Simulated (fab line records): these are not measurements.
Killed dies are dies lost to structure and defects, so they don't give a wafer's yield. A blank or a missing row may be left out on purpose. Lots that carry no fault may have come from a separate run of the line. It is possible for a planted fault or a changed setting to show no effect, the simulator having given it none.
Tool commonality check :: flow rit cmos :: 48 wafers sampled across 14 lots

REASON FOR OPENING
RIT_SDANNEAL_RS_MEAS_05, reading NSD_RS: flagged on 2 of 14 lots. Fault-free wafers read 83.06 ohm/sq, with a standard deviation of 0.22.
Rule: a lot gets a flag if all its wafers with a number sit over 4 standard deviations from that mean, or if no wafer of it has a number. The other lots count as sound.

lot: L354
measured: day 3 04:27
on: film metro-02
NSD_RS (ohm/sq), wafer by wafer: 82.91 82.89 83.16
flag: 

lot: L355
measured: day 3 10:46
on: film metro-01
NSD_RS (ohm/sq), wafer by wafer: 82.57 83.02 82.96
flag: 

lot: L357
measured: day 3 23:02
on: film metro-04
NSD_RS (ohm/sq), wafer by wafer: 82.90 82.56 82.88
flag: 

lot: L358
measured: day 4 03:42
on: film metro-02
NSD_RS (ohm/sq), wafer by wafer: 82.70 82.91 83.01
flag: 

lot: L359
measured: day 4 07:34
on: film metro-01
NSD_RS (ohm/sq), wafer by wafer: 83.18 82.81 83.01
flag: 

lot: L360
measured: day 4 14:05
on: film metro-02
NSD_RS (ohm/sq), wafer by wafer: 83.31 83.29 83.15
flag: 

lot: L361
measured: day 4 17:44
on: film metro-02
NSD_RS (ohm/sq), wafer by wafer: 83.30 83.26 83.24
flag: 

lot: L362
measured: day 4 23:32
on: film metro-01
NSD_RS (ohm/sq), wafer by wafer: 84.21 84.23 84.27 84.20 84.03 84.32
flag: FLAGGED

lot: L363
measured: day 5 04:31
on: film metro-04
NSD_RS (ohm/sq), wafer by wafer: 82.85 82.68 82.94
flag: 

lot: L365
measured: day 5 11:50
on: film metro-01
NSD_RS (ohm/sq), wafer by wafer: 83.09 83.51 83.36
flag: 

lot: L368
measured: day 6 05:10
on: film metro-02
NSD_RS (ohm/sq), wafer by wafer: 84.45 84.50 84.68 84.42 84.45 84.75
flag: FLAGGED

lot: L375
measured: day 7 13:40
on: film metro-02
NSD_RS (ohm/sq), wafer by wafer: 83.24 83.01 83.09
flag: 

lot: L376
measured: day 7 21:41
on: film metro-01
NSD_RS (ohm/sq), wafer by wafer: 83.55 83.39 83.39
flag: 

lot: L377
measured: day 7 23:11
on: film metro-02
NSD_RS (ohm/sq), wafer by wafer: 82.71 82.81 82.77
flag: 
On average the flagged lots' numbers are 84.38 ohm/sq, which is +1.32 ohm/sq against the usual, or +6 standard deviations.

WHICH TOOL EACH LOT WENT THROUGH
The record holds 1 process step before the reading, out of a route of 202 steps. Cell contents, in order: the tool; ch with the chambers the sampled wafers went through; the start.
lot: L354
flag: 
RIT_NSD_IMPLANT_08: implanter-01 ch 0, day 3 01:59

lot: L355
flag: 
RIT_NSD_IMPLANT_08: implanter-03 ch 0, day 3 08:25

lot: L357
flag: 
RIT_NSD_IMPLANT_08: implanter-02 ch 0, day 3 20:32

lot: L358
flag: 
RIT_NSD_IMPLANT_08: implanter-02 ch 0, day 4 01:13

lot: L359
flag: 
RIT_NSD_IMPLANT_08: implanter-01 ch 0, day 4 05:05

lot: L360
flag: 
RIT_NSD_IMPLANT_08: implanter-01 ch 0, day 4 11:35

lot: L361
flag: 
RIT_NSD_IMPLANT_08: implanter-01 ch 0, day 4 15:15

lot: L362
flag: FLAGGED
RIT_NSD_IMPLANT_08: implanter-01 ch 0, day 4 21:04

lot: L363
flag: 
RIT_NSD_IMPLANT_08: implanter-02 ch 0, day 5 02:02

lot: L365
flag: 
RIT_NSD_IMPLANT_08: implanter-03 ch 0, day 5 09:20

lot: L368
flag: FLAGGED
RIT_NSD_IMPLANT_08: implanter-01 ch 0, day 6 01:59

lot: L375
flag: 
RIT_NSD_IMPLANT_08: implanter-02 ch 0, day 7 11:01

lot: L376
flag: 
RIT_NSD_IMPLANT_08: implanter-03 ch 0, day 7 19:08

lot: L377
flag: 
RIT_NSD_IMPLANT_08: implanter-03 ch 0, day 7 20:51
What is done by these steps:
- RIT_NSD_IMPLANT_08
- RIT_SDANNEAL_RS_MEAS_05: measures by four-point-probe.

FLAGGED OVER TOTAL, TOOL BY TOOL (the gauges that took the reading come last)
step: RIT_NSD_IMPLANT_08
tool: implanter-01
lots run: 6
flagged: 2
share of the flagged lots: all
sound lots run after its first flagged lot: 0

step: RIT_NSD_IMPLANT_08
tool: implanter-02
lots run: 4
flagged: 0
share of the flagged lots: none
sound lots run after its first flagged lot: -

step: RIT_NSD_IMPLANT_08
tool: implanter-03
lots run: 4
flagged: 0
share of the flagged lots: none
sound lots run after its first flagged lot: -

step: RIT_SDANNEAL_RS_MEAS_05
tool: film metro-01
lots run: 5
flagged: 1
share of the flagged lots: some
sound lots run after its first flagged lot: 2 (L365,L376)

step: RIT_SDANNEAL_RS_MEAS_05
tool: film metro-02
lots run: 7
flagged: 1
share of the flagged lots: some
sound lots run after its first flagged lot: 2 (L375,L377)

step: RIT_SDANNEAL_RS_MEAS_05
tool: film metro-04
lots run: 2
flagged: 0
share of the flagged lots: none
sound lots run after its first flagged lot: -

WHAT THE TABLE PERMITS
1 row of the table ran every flagged lot: implanter-01 at RIT_NSD_IMPLANT_08.
- implanter-01 at RIT_NSD_IMPLANT_08: 2 of its 6 lots flagged. It ran its last sound lot, L361, at day 4 15:15 and its first flagged lot, L362, at day 4 21:04: a fault with its onset between the two fits. Its own readings lie more than 4 standard deviations out on every wafer of the flagged lots: beam energy keV.
implanter-01 at RIT_NSD_IMPLANT_08 is the single tool remaining.

WHAT THE SIMULATOR PUT IN
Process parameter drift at RIT_NSD_IMPLANT_08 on implanter-01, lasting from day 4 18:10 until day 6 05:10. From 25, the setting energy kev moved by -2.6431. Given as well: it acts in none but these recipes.
Shown lots that were struck: L362, L368. The same result came from the rule above.
